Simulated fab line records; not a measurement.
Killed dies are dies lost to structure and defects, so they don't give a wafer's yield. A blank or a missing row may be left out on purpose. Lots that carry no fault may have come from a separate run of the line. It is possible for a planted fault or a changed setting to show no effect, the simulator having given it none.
The tool behind it: which one? ; flow rit-cmos ; 15 lots, 45 wafers sampled, at 2 steps of a route of 202

## WHAT THE GAUGES SHOWED, per wafer
RIT_FOX2_THK_MEAS_91. Usual: FIELD_OXIDE_LEFT_2_THK typically reads 250 nm, with standard deviation 7.1.
lot;measured;on;FIELD_OXIDE_LEFT_2_THK (nm);flag
L987;day 2 08:32;film-metro-03;245 249 250;
L988;day 2 12:33;film-metro-04;254 255 255;
L989;day 2 17:37;film-metro-04;249 251 246;
L992;day 3 09:11;film-metro-02;246 248 241;
L994;day 3 20:20;film-metro-02;249 249 252;
L995;day 4 01:38;film-metro-02;247 248 247;
L996;day 4 06:51;film-metro-02;248 243 241;
L998;day 4 15:31;film-metro-02;246 254 239;
L101;day 5 12:39;film-metro-04;259 262 256;
L104;day 5 23:22;film-metro-03;259 256 253;
L105;day 6 06:13;film-metro-02;237 236 239;
L107;day 6 14:07;film-metro-02;254 254 254;
L108;day 6 19:17;film-metro-02;258 259 253;
L109;day 6 23:26;film-metro-04;238 245 240;
L110;day 7 03:25;film-metro-04;253 250 255;

## WHAT TOOL EACH LOT RAN ON (gives the tool, then ch and the chambers of the sampled wafers, and finally the start)
lot;RIT_PRETRO_STRIP_09
L987;plasma-asher-02 ch 0,1, day 2 07:52
L988;plasma-asher-04 ch 0,1, day 2 11:52
L989;plasma-asher-02 ch 0,1, day 2 16:56
L992;plasma-asher-03 ch 0,1, day 3 08:32
L994;plasma-asher-02 ch 0,1, day 3 19:40
L995;plasma-asher-03 ch 0,1, day 4 01:01
L996;plasma-asher-04 ch 0,1, day 4 06:08
L998;plasma-asher-04 ch 1, day 4 14:52
L101;plasma-asher-02 ch 0,1, day 5 11:59
L104;plasma-asher-03 ch 0, day 5 22:43
L105;plasma-asher-02 ch 0,1, day 6 05:34
L107;plasma-asher-03 ch 0,1, day 6 13:27
L108;plasma-asher-02 ch 0,1, day 6 18:38
L109;plasma-asher-04 ch 0,1, day 6 22:48
L110;plasma-asher-04 ch 0,1, day 7 02:32
- RIT_PRETRO_STRIP_09: strips in O2, time 180 s.

## AS READ BY THE TOOLS THEMSELVES (means over the sampled wafers that have a number; for cases with no such wafer, the mark the record gives instead)
RIT_PRETRO_STRIP_09. Usual: drypump-motor-current-A reads 5.7 A (standard deviation 0.49).
lot;tool;drypump-motor-current-A (A);flag
L987;plasma-asher-02;5.4;
L988;plasma-asher-04;6.0;
L989;plasma-asher-02;5.4;
L992;plasma-asher-03;5.5;
L994;plasma-asher-02;5.8;
L995;plasma-asher-03;5.5;
L996;plasma-asher-04;6.1;
L998;plasma-asher-04;6.3;
L101;plasma-asher-02;5.4;
L104;plasma-asher-03;5.1;
L105;plasma-asher-02;5.8;
L107;plasma-asher-03;5.8;
L108;plasma-asher-02;5.4;
L109;plasma-asher-04;6.2;
L110;plasma-asher-04;6.0;

## THE ANSWER, worked out from the rows above alone
Rule: take the mean of a lot's wafers that have a number; if it is more than 3 standard deviations from the usual mean, the lot is off. A lot without any number at a reading at which 4 lots or more have one is off too. Where the step has rows for the other lots, those lots are counted as sound. The gauges are gone through in route order, then the tools' own readings, and for those a lot's mean is taken as printed above. The first step at which some lot is off is used, and at that step the reading that is off furthest; a lot without a number counts as furthest.
None of the lots is off at any reading shown; this tells nothing.

## WHAT THE SIMULATOR HAD PUT IN
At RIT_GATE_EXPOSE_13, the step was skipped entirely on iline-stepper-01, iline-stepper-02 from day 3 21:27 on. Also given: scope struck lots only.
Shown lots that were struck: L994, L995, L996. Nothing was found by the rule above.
